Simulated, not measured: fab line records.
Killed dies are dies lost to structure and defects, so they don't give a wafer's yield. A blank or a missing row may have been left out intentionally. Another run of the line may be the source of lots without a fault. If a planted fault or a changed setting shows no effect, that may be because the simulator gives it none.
Code-filled problem report in 8D (eight disciplines) form / flow berkeley-cmos170 / the parts of the form that need people (team, actions taken, sign-off) are left out

## 1. WHAT WENT WRONG
Mean of chamber-pressure-mTorr at UCB170_M1_ETCH_11: 24.024 mTorr across 3 wafers in 2 lots; on wafers with no fault it is 29.999 mTorr (standard deviation 0.03). So: -99 or more standard deviations from the usual mean.
The step: etches BARC in N2/H2.
First observed at day 8 20:27: wafer L360.1, on rie-diel-03. The record holds 42 wafers of 14 lots with a number at this step. Rule for "out" (also "out of limits"): further than 4 standard deviations from the usual mean. Any other wafer with a number is counted as sound.

## 2. WHAT IT IS, WHAT IT ISN'T
question=which readings at this step | is=chamber-pressure-mTorr | is not=bias-w, drypump-motor-current-A, oes-product-au, throttle-valve-pct
question=which lots | is=L360, L364 | is not=L353, L355, L356, L357, L358, L361, L367, L368, L369, L371, L372, L374
question=which wafers of those lots | is=L360.1, L364.3, L364.4 | is not=L360.5, L360.6, L364.5
question=read on which tools | is=rie-diel-03 | is not=rie-diel-01, rie-diel-04
question=when | is=from day 8 20:27 | is not=up to then (17 sound wafers); but 22 sound wafers of L361, L364, L367, L368, L369, L371, L372, L374 came after

## 3. THE SUSPECTS, EACH WITH WHAT RULES IT OUT
Counting: if a tool at a process step up to the reading ran every lot that is out, it stays a suspect. Sound lots after the first of them don't rule it out here, since some wafers of a struck lot are sound.
- plasma-asher-04 at UCB170_PLDD_STRIP_10 (strips in O2): kept. It ran every lot that is out, first L360 (day 7 23:35); its last sound lot up to then is L356 (day 7 11:31).
- rie-diel-03 at UCB170_M1_ETCH_11 (etches BARC in N2/H2): kept. It ran every lot that is out, first L360 (day 8 20:27); its last sound lot up to then is L357 (day 7 17:28). Out on those wafers are its own readings of chamber-pressure-mTorr.
- At UCB170_M1_ETCH_11, inside rie-diel-03: chamber 0 took the wafers that are out, while their sound lot-mates went through chambers 1, 2, 3.
What counting leaves: plasma-asher-04 at UCB170_PLDD_STRIP_10 and rie-diel-03 at UCB170_M1_ETCH_11.

## 4. THE CAUSE (what the simulator had put in)
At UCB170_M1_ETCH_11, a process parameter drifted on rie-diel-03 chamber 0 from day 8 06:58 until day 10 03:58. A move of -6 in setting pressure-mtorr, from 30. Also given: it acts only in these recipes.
2 suspects survive the count, and this tool is in that group.

## 5. THE EFFECT CHAIN, in route order
Each row: a reading whose mean over the struck wafers that have a number lies more than 3 standard deviations from the usual. Only readings for which the record gives a usual standard deviation are gone through. hours: the time from each lot's start at the first step in this table that gives one to its start at this step, as a median over the lots. sigmas: the change in usual standard deviations.
hours=0; step=UCB170_M1_ETCH_11; reading=chamber-pressure-mTorr; usual=29.999 mTorr; on struck wafers=24.024; change=-5.975; sigmas=-99 or more
Here are the process steps it includes:
- UCB170_M1_ETCH_11: etches BARC in N2/H2.

## 6. HOW IT WOULD HAVE BEEN CAUGHT EARLIER
In this record no reading fell out of limits until day 8 20:27, 13 hours after the fault had begun at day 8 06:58.
